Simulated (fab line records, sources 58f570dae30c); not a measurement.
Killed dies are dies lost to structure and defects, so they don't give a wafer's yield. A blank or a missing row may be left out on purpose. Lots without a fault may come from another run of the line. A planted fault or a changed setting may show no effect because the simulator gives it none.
fab line records | flow berkeley_cmos170
record lots=6 wafers=18 last_day=13
route steps=331 shown PLDD@149 NLDD@158
lots that met no fault: from a run of the same line without faults
start_h: hours from the record's first day to the start of the lot's first wafer shown | wait_h: hours since the lot's step before | " the same as in the row above | L1.1+2: a row that stands for several wafers | - no value, or no start given | * or withheld: withheld | < > ~ a bound
route shown NAME@n: a module of which the file shows steps, and the number in the route of the first | usual: mean/standard deviation of fault-free wafers | same: alike in all rows | chamber/n: place in a boat | sites: the reading at each site | _std_site: their standard deviation | _edge_site: outer sites' mean less inner sites' | radius_mm: how far each site lies from the wafer's centre | mask NAME#n: copy n | behind: the tool/chamber that last shaped the wafer | hold: why the lot was held/for how many hours/how that ended | device: the transistor (n, p or np) that didn't switch | end of line: the same wafers' tests at the end of the route | a step without rows: its recipe alone | killed: dies lost to structure and defects at the first sort, not the wafer's yield | map: a wafer's dies, x killed, . not, _ none there
set.NAME: the setting as run; set.NAME@STEP: as run at that earlier step | model.NAME: the simulator's own value behind a step, which no gauge read
lots at some steps of the route; a table a step, a row a wafer
services: from which hour (start_h, from the record's first day; less than 0 if before it) a tool's chamber was out of use, for how many hours, and why
## steps
# step UCB170_PLDD_PEB_04
# recipe peb_temp_c=130 peb_time_s=withheld resist=KrF
# step UCB170_PLDD_DEVELOP_05
# recipe developer=TMAH develop_time_s=45 resist=KrF dev_temp_c=21
# step UCB170_PLDD_CD_MEAS_06
# recipe target_cd_nm=1200
# usual cd_nm=1199.8/1.6
# columns lot.wafer tool chamber start_h wait_h cd_nm
L131.1 cd_sem-01 - 158.57 - 1199.2
L131.3 " - " " 1199.0
L131.6 " - " " 1200.9
L134.1 cd_sem-02 - 193.50 - 1200.4
L134.2 " - " " 1198.0
L134.6 " - " " 1199.6
L139.3 cd_sem-01 - 209.04 - 1199.8
L139.4 " - " " 1199.5
L139.6 " - " " 1197.4
L142.2 cd_sem-01 - 217.05 - 1198.6
L142.5 " - " " 1197.5
L142.6 " - " " 1197.1
L148.3 cd_sem-02 - 250.32 - 1202.7
L148.4 " - " " 1201.7
L148.6 " - " " 1202.6
L150.2 cd_sem-01 - 270.62 - 1199.7
L150.5 " - " " 1199.5
L150.6 " - " " 1199.1
# step UCB170_PLDD_OVL_MEAS_07
# usual PLDD_OVL=-4/6.4
# columns lot.wafer tool chamber start_h wait_h PLDD_OVL[nm]
L131.1 overlay-02 - 158.69 0.1 -9
L131.3 " - " " -7
L131.6 " - " " -4
L134.1 overlay-02 - 193.62 0.1 -9
L134.2 " - " " -8
L134.6 " - " " -8
L139.3 overlay-02 - 209.13 0.1 -2
L139.4 " - " " -7
L139.6 " - " " -1
L142.2 overlay-01 - 217.16 0.1 -4
L142.5 " - " " -4
L142.6 " - " " -5
L148.3 overlay-01 - 250.41 0.1 -1
L148.4 " - " " 4
L148.6 " - " " -4
L150.2 overlay-02 - 270.72 0.1 -1
L150.5 " - " " 9
L150.6 " - " " 2
# step UCB170_PLDD_IMPLANT_08
# recipe species=BF2 dose_cm2=5e+13 energy_kev=10 tilt_deg=7 rotation_deg=0
# step UCB170_PLDD_IMPLANT_09
# recipe species=BF2 dose_cm2=5e+13 energy_kev=10 tilt_deg=7 rotation_deg=180
# step UCB170_PLDD_STRIP_10
# recipe chemistry=O2 power_w=400 pressure_mtorr=3500 platen_temp_c=withheld o2_flow_sccm=400 overash_fraction=0.5
# usual drypump_motor_current_A=5.5/0.44 oes_product_au=0.734/0.0046 strip_time_to_endpoint_s=21.65/0.074
# columns lot.wafer tool chamber start_h wait_h drypump_motor_current_A oes_product_au rf_hours_counter_h strip_time_to_endpoint_s
L131.1 plasma_asher-01 1 159.02 0.1 5.6 0.735 5 21.71
L131.3 " 1 " " 5.6 0.731 - 21.54
L131.6 " 1 " " 5.6 0.732 - 21.58
L134.1 plasma_asher-01 1 193.95 0.1 5.6 0.736 9 21.61
L134.2 " 0 " " 6.2 0.731 9 21.59
L134.6 " 0 " " 6.2 0.737 - 21.63
L139.3 plasma_asher-04 1 209.49 0.1 6.0 0.729 - 21.60
L139.4 " 0 " " 5.1 0.729 - 21.53
L139.6 " 0 " " 5.1 0.730 - 21.60
L142.2 plasma_asher-02 1 217.49 0.1 5.0 0.735 48 21.56
L142.5 " 0 " " 5.5 0.730 - 21.61
L142.6 " 1 " " 5.0 0.740 - 21.58
L148.3 plasma_asher-02 1 250.77 0.1 5.0 0.744 - 21.70
L148.4 " 0 " " 5.5 0.736 - 21.67
L148.6 " 1 " " 5.0 0.739 - 21.66
L150.2 plasma_asher-02 1 271.05 0.1 5.0 0.732 55 21.71
L150.5 " 1 " " 5.0 0.730 - 21.70
L150.6 " 0 " " 5.5 0.729 - 21.74
# step UCB170_PLDD_TW_MEAS_11
# usual PLDD_TW=1017/8.3
# columns lot.wafer tool chamber start_h wait_h PLDD_TW
L131.1 film_metro-01 - 159.12 0.1 1028
L131.3 " - " " 1027
L131.6 " - " " 1029
L134.1 film_metro-01 - 194.05 0.1 1030
L134.2 " - " " 1026
L134.6 " - " " 1027
L139.3 film_metro-04 - 209.58 0.1 1010
L139.4 " - " " 1008
L139.6 " - " " 1011
L142.2 film_metro-03 - 217.60 0.1 1017
L142.5 " - " " 1013
L142.6 " - " " 1013
L148.3 film_metro-03 - 250.85 0.1 1018
L148.4 " - " " 1021
L148.6 " - " " 1018
L150.2 film_metro-01 - 271.16 0.1 1025
L150.5 " - " " 1020
L150.6 " - " " 1027
# step UCB170_PLDD_CLEAN_12
# recipe chemistry=SPM temp_c=120 time_s=600
# step UCB170_NLDD_HMDS_00
# recipe prime_time_s=60 prime_temp_c=100
# step UCB170_NLDD_COAT_01
# recipe resist=KrF spin_rpm=1500 resist_thk_nm=900
# step UCB170_NLDD_SOFTBAKE_02
# recipe resist=KrF temp_c=130 time_s=60
# step UCB170_NLDD_EXPOSE_03
# recipe mask_id=NSELECT na=0.5 sigma_outer=0.6 source_shape=conventional target_cd_nm=1200 dose_mj=30
# usual exposure_dose_mJ_cm2=29.988/0.026 focus_offset_nm=-0.1/0.55 sigma_outer=0.6/0
# columns lot.wafer tool chamber start_h wait_h mask exposure_dose_mJ_cm2 focus_offset_nm sigma_outer
L131.1 krf_scanner-01 0 160.39 0.2 NSELECT#0 29.931 -1.1 0.6
L131.3 " 0 " " NSELECT#0 29.994 -0.2 0.6
L131.6 " 0 " " NSELECT#0 29.967 0.2 0.6
L134.1 krf_scanner-01 0 198.48 0.1 NSELECT#0 29.991 0.5 0.6
L134.2 " 0 " " NSELECT#0 29.979 0.6 0.6
L134.6 " 0 " " NSELECT#0 29.928 0.1 0.6
L139.3 krf_scanner-02 - 210.41 0.2 NSELECT#0 - - -
L139.4 " - " " NSELECT#0 - - -
L139.6 " - " " NSELECT#0 - - -
L142.2 krf_scanner-01 - 218.42 0.2 NSELECT#0 - - -
L142.5 " - " " NSELECT#0 - - -
L142.6 " - " " NSELECT#0 - - -
L148.3 krf_scanner-01 0 252.11 0.1 NSELECT#0 29.995 -0.6 0.6
L148.4 " 0 " " NSELECT#0 30.031 -0.4 0.6
L148.6 " 0 " " NSELECT#0 29.991 0.2 0.6
L150.2 krf_scanner-01 0 272.02 0.3 NSELECT#0 29.978 -0.5 0.6
L150.5 " 0 " " NSELECT#0 29.989 -0.3 0.6
L150.6 " 0 " " NSELECT#0 29.951 0.2 0.6
# step UCB170_NLDD_PEB_04
# recipe peb_temp_c=130 peb_time_s=withheld resist=KrF
## services
# columns tool chamber start_h hours kind
krf_scanner-02 - 143.74 1.0 pm
krf_scanner-01 - 144.80 0.8 pm
krf_scanner-01 - 145.55 1.3 pm
krf_scanner-01 - 146.85 1.0 pm
krf_scanner-02 - 153.05 1.3 pm
krf_scanner-01 - 160.61 0.8 repair
plasma_asher-01 - 168.48 2.8 pm
krf_scanner-02 - 170.95 0.8 pm
krf_scanner-02 - 183.37 0.7 repair
krf_scanner-02 0 213.29 - calibration
krf_scanner-01 - 221.85 0.6 repair
krf_scanner-01 - 223.90 0.6 repair
krf_scanner-02 - 225.19 1.2 repair
plasma_asher-02 - 237.96 3.0 repair
## key
first_sign step=UCB170_NLDD_EXPOSE_03 reading=tool_record direction=missing
effect none on later readings
met_at UCB170_NLDD_EXPOSE_03
struck_wafers L139.3,L139.4,L139.6,L142.2,L142.5,L142.6
sort_left_out L139.3,L139.4,L139.6,L142.2,L142.5,L142.6
tester_left_out L139,L142
onset_between 198.48 210.41
fault kind=skipped_step_whole tool=krf_scanner-01,krf_scanner-02 chamber=- onset_h=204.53 steps=UCB170_NLDD_EXPOSE_03 scope=struck_lots_only
# tester_left_out: of these lots the tester's yield and bins aren't shown, on N5 and GAA mostly nor the transistor test; their killed dies are dies lost to structure and defects alone, not to doping, threshold or leakage, so they don't give the yield
# sort_left_out: the simulated sort isn't trusted on such a fault, so these wafers' sort isn't shown, and their yield isn't known
